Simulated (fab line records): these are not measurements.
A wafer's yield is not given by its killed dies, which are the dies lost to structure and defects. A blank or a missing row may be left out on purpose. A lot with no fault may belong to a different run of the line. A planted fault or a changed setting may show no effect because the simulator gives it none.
Struck lot and sound lot, side by side	flow berkeley cmos170	15 out of 331 route steps
Sound: the wafers L383.1, L383.2, L383.5. Wafers struck: L387.3, L387.4, L387.5. The cause is named last.
At each step with rows: each side's tool, then ch and its chambers, then its first start. Under that, the readings that differ: sound wafers	struck wafers	difference of the means	sigmas: that difference in standard deviations of wafers without a fault.
alike: a reading whose means differ by less than 2 such deviations, as well as words and numbers matching on both sides. not compared: withheld readings; readings where some wafer has no value; bounds like >300 that might hide an equal value; numbers whose values overlap and for which the record gives no deviation.
A row with sigmas, a row that says differs or no value, or rows on one side alone: a step with any of these is where the two part. Numbers that have no deviation but don't overlap get no sigmas and don't part them. A reading that every wafer of one side lacks parts them only if that side has two wafers or more.

first, 4 steps without rows for these wafers: UCB170_ZERO_SOFTBAKE_02 (time 60 s); UCB170_ZERO_EXPOSE_03 (exposes mask PM MARKS, target cd 4000 nm); UCB170_ZERO_PEB_04; UCB170_ZERO_DEVELOP_05 (develop time 45 s).
UCB170_ZERO_ETCH_06: etches SiO2 in CHF3/CF4/Ar, time 12 s.
  sound on rie diel-02 ch 1,3, day 2 03:07; struck on rie diel-04 ch 0,1, day 2 17:27
  alike: drypump motor current A, oes product au, rf fwd power W, throttle valve pct
  not compared: rf hours counter h
UCB170_ZERO_STRIP_07: strips in O2.
  sound on plasma asher-01 ch 0,1, day 2 03:08; struck on plasma asher-03 ch 0,1, day 2 17:31
reading	sound	struck	difference	sigmas
strip time to endpoint s (s)	21.60 21.57 21.56	21.35 21.44 21.32	-0.21	-3
  alike: drypump motor current A, oes product au
  not compared: rf hours counter h
then, 2 steps without rows for these wafers: UCB170_NWELL_WET_ETCH_00 (etches SiO2 in dHF, time 200 s); UCB170_NWELL_OXIDATION_01 (target thk 26.4 nm, ox time 1260 s).
UCB170_NWELL_THK_MEAS_02:
  struck on film metro-01, day 2 20:01; sound on film metro-01, day 2 05:53
  alike: NWELL_OXIDE_THK
then, 2 steps without rows for these wafers: UCB170_NWELL_ANNEAL_03 (time 900 s); UCB170_NWELL_CVD_04 (deposits Si3N4 from SiH2Cl2/NH3, target thk 224 nm, time 3360 s).
UCB170_NWELL_THK_MEAS_05:
  struck on film metro-01, day 3 00:32; sound on film metro-01, day 2 10:19
  alike: NWELL_NITRIDE_THK
UCB170_NWELL_HMDS_06: prime time 60 s.
  sound on litho track-03 ch 0, day 2 10:23; struck on litho track-01 ch 0, day 3 00:48
reading	sound	struck	difference	sigmas
prime temp c (C)	99.97 99.81 99.90	92.31 92.28 92.26	-7.61	-54
then, 2 steps without rows for these wafers: UCB170_NWELL_COAT_07 (resist thk 900 nm); UCB170_M3_PROBE_99.

== WHERE THEY PART ==
Last at UCB170_NWELL_HMDS_06 as far as this record goes, first at UCB170_ZERO_STRIP_07.

WHY: what had been put in by the simulator
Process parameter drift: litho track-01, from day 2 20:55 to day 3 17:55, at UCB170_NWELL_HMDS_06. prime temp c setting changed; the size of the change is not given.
